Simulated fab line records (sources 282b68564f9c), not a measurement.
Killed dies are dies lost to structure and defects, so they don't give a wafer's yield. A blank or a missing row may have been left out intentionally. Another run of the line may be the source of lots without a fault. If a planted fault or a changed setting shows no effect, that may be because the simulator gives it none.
Chamber matching -- flow rit-cmos -- pecvd-01 running RIT_CONTACT_CVD_00: 3 sister chambers
The step deposits SiO2 from TEOS, target thk 400 nm, time 63.96 s. 3 wafers are shown with their chamber, then 7 later ones without.

== WAFERS WITH THEIR CHAMBER ==
wafer,chamber,heater-power-w (W)
L789.6,2,343
L792.3,1,236
L792.4,0,395

== WAFERS WITH NO CHAMBER GIVEN ==
wafer,heater-power-w (W)
L792.6,249
L798.1,477
L798.3,247
L798.6,482
L801.1,336
L801.3,395
L801.6,419

== WHICH CHAMBER EACH ONE RAN IN ==
wafer,from the rows above,in truth
L792.6,can't be placed: 1 or 2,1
L798.1,can't be placed: 0 or 2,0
L798.3,can't be placed: 1 or 2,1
L798.6,can't be placed: 0 or 2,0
L801.1,can't be placed: 2 or 0 or 1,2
L801.3,can't be placed: 0 or 2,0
L801.6,can't be placed: 0 or 2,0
Placed correctly: 0 of 7. Not placeable from these rows: 7 (in 7, the candidates include the true chamber). Wrongly placed: 0.
How it was worked out, from the rows above alone: a wafer's distance from a chamber is the root of the sum, over the readings, of the square of ((its reading less the chamber's mean) divided by the reading's scatter). If the next closest chamber is less than 2 further off than the closest, the wafer can't be placed; otherwise it belongs to the closest. The mean given for a chamber averages the wafers shown for that chamber. The scatter: with one shown wafer a chamber, the root of the mean of the squares of how far each hidden wafer lies from its nearest shown one.
